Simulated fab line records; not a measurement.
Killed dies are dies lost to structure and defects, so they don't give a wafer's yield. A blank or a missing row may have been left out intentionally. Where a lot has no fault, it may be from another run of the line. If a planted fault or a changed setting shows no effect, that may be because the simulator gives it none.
Comparing a struck lot with a sound one    flow berkeley_cmos170    19 out of 331 route steps
Sound: these wafers, L357.1, L357.5, L357.6. The struck wafers were L375.1, L375.2, L375.5. The cause comes at the end.
Each step with rows lists, per side, the tool, then ch with its chambers, then its first start. Under that, the readings that differ: sound wafers    struck wafers    difference of the means    sigmas: that difference in standard deviations of wafers without a fault.
alike: readings with means less than 2 such deviations apart, plus words and numbers identical on both sides. not compared: withheld readings, readings lacking a value on some wafer, bounds such as >300 that could conceal the same value, and numbers that have no deviation in the record and whose values overlap.
A row with sigmas, a row that says differs or no value, or rows on one side alone: a step with any of these is where the two part. Numbers that don't overlap but have no deviation are shown without sigmas and don't part them. A reading missing from all wafers of one side parts the sides only when that side holds two or more wafers.

UCB170_ZERO_STRIP_07: strips in O2.
  sound on plasma_asher-03 ch 0,1, day 1 21:26; struck on plasma_asher-01 ch 0,1, day 5 13:13
  alike: drypump_motor_current_A, oes_product_au, strip_time_to_endpoint_s
  not compared: rf_hours_counter_h
then, 2 steps without rows for these wafers: UCB170_NWELL_WET_ETCH_00 (etches SiO2 in dHF, time 200 s); UCB170_NWELL_OXIDATION_01 (target thk 26.4 nm, ox time 1260 s).
UCB170_NWELL_THK_MEAS_02:
  sound on film_metro-02 at day 2 00:45; struck on film_metro-02 at day 5 20:32
  alike: NWELL_OXIDE_THK
then, 2 steps without rows for these wafers: UCB170_NWELL_ANNEAL_03 (time 900 s); UCB170_NWELL_CVD_04 (deposits Si3N4 from SiH2Cl2/NH3, target thk 224 nm, time 3360 s).
UCB170_NWELL_THK_MEAS_05:
  sound on film_metro-04 at day 2 06:14; struck on film_metro-01 at day 6 02:34
  alike: NWELL_NITRIDE_THK
then, 5 steps without rows for these wafers: UCB170_NWELL_HMDS_06 (prime time 60 s); UCB170_NWELL_COAT_07 (resist thk 900 nm); UCB170_NWELL_SOFTBAKE_08 (time 60 s); UCB170_NWELL_EXPOSE_09 (exposes mask NWELL, target cd 3000 nm); UCB170_NWELL_PEB_10.
UCB170_NWELL_DEVELOP_11: develop time 45 s.
  sound on litho_track-01 ch 0, day 2 07:00; struck on litho_track-02 ch 0, day 6 03:00
UCB170_NWELL_OVL_MEAS_12:
  sound on overlay-01 at day 2 07:35; struck on overlay-01 at day 6 03:41
  alike: NWELL_OVL
UCB170_NWELL_ETCH_13: etches Si3N4 in CH3F/Ar/O2, stops on SiO2, target depth 246.4 nm, time 154 s.
  sound on rie_diel-01 ch 1,2, day 2 07:37; struck on rie_diel-03 ch 0,2,3, day 6 03:43
  alike: drypump_motor_current_A, oes_product_au, throttle_valve_pct
  not compared: rf_hours_counter_h
following that, these wafers have no rows for 1 step: UCB170_NWELL_IMPLANT_14.
UCB170_NWELL_STRIP_15: strips in O2.
  sound on plasma_asher-03 ch 0,1, day 2 07:52; struck on plasma_asher-02 ch 0,1, day 6 03:58
  alike: drypump_motor_current_A, oes_product_au, strip_time_to_endpoint_s
  not compared: rf_hours_counter_h
UCB170_NWELL_TW_MEAS_16:
  sound on film_metro-04 at day 2 07:58; struck on film_metro-01 at day 6 04:04
reading   sound           struck       difference  sigmas
NWELL_TW  1258 1256 1256  387 402 391  -863        -72
then, 1 step without rows for these wafers: UCB170_NWELL_CLEAN_17 (cleans in SPM, time 600 s).

## WHERE THEY PART
At UCB170_NWELL_TW_MEAS_16 and nowhere else, as far as this record goes.

WHY: whatever the simulator had introduced
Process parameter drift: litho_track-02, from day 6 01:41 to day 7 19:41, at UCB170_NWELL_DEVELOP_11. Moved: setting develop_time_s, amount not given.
